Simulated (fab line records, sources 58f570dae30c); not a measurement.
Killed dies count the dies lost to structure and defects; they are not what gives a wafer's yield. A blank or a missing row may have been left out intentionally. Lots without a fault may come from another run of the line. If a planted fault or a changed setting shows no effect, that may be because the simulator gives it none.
Which of the tools did it? :: flow berkeley-cmos170 :: 7 lots, 21 wafers sampled, at 2 steps of a route of 331

WHAT THE GAUGES SHOWED, per wafer
UCB170_M2_CD_MEAS_15: the cd target is 700 nm.
lot: L360
measured: day 7 22:12
on: cd-sem-02
cd-nm (nm): 701.6 702.6 702.0

lot: L361
measured: day 7 22:47
on: cd-sem-02
cd-nm (nm): 701.5 701.2 701.8

lot: L364
measured: day 8 06:45
on: cd-sem-01
cd-nm (nm): 700.7 700.9 698.8

lot: L373
measured: day 10 01:41
on: cd-sem-02
cd-nm (nm): 689.9 688.6 689.5

lot: L380
measured: day 11 15:06
on: cd-sem-02
cd-nm (nm): 698.9 698.8 700.4

lot: L381
measured: day 11 14:59
on: cd-sem-02
cd-nm (nm): 698.4 699.3 699.1

lot: L382
measured: day 11 16:44
on: cd-sem-02
cd-nm (nm): 699.7 699.5 700.4

TOOL THAT RAN EACH LOT (tool first, then ch and the chambers of the sampled wafers, then the start)
lot: L360
UCB170_M2_COAT_10: litho-track-02 ch 0, day 7 21:00

lot: L361
UCB170_M2_COAT_10: litho-track-03 ch 0, day 7 21:00

lot: L364
UCB170_M2_COAT_10: litho-track-02 ch 0, day 8 05:00

lot: L373
UCB170_M2_COAT_10: litho-track-01 ch 0, day 10 00:00

lot: L380
UCB170_M2_COAT_10: litho-track-03 ch 0, day 11 13:00

lot: L381
UCB170_M2_COAT_10: litho-track-02 ch 0, day 11 13:00

lot: L382
UCB170_M2_COAT_10: litho-track-02 ch 0, day 11 15:00
- UCB170_M2_COAT_10: resist thk 900 nm.

THE ANSWER, worked out from the rows above alone
Rule: usual is defined by the lots themselves. Put in order of their means at a reading, lots are off if they are a third of the lots or fewer, leave a main group of 4 or more, and stand apart from it by a gap of 3 or more times the standard deviation of the main group's means; of several such gaps the widest counts. A main group whose means are all the same, to the digits that the tables above print for the reading, isn't used. Also off: a lot with no number at a reading for which 4 or more lots have one. Any other lot the step has rows for is counted as sound.
Off at UCB170_M2_CD_MEAS_15 (cd-nm): L373. For the main group the mean is 700.3 nm and the standard deviation 1.1.
If a tool, at a process step before that reading, ran all the lots that are off and no sound lot after the first of them, it fits. The gauges at UCB170_M2_CD_MEAS_15 are tried like those tools. One fits: litho-track-01 at UCB170_M2_COAT_10. It ran no sound lot before its first lot that is off in this sample, so the start can't be narrowed down.

WHAT HAD BEEN PUT IN BY THE SIMULATOR
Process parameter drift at UCB170_M2_COAT_10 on litho-track-01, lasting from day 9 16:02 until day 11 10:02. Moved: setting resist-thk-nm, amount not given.
Shown lots that were struck: L373. This agrees with what the rule above found.
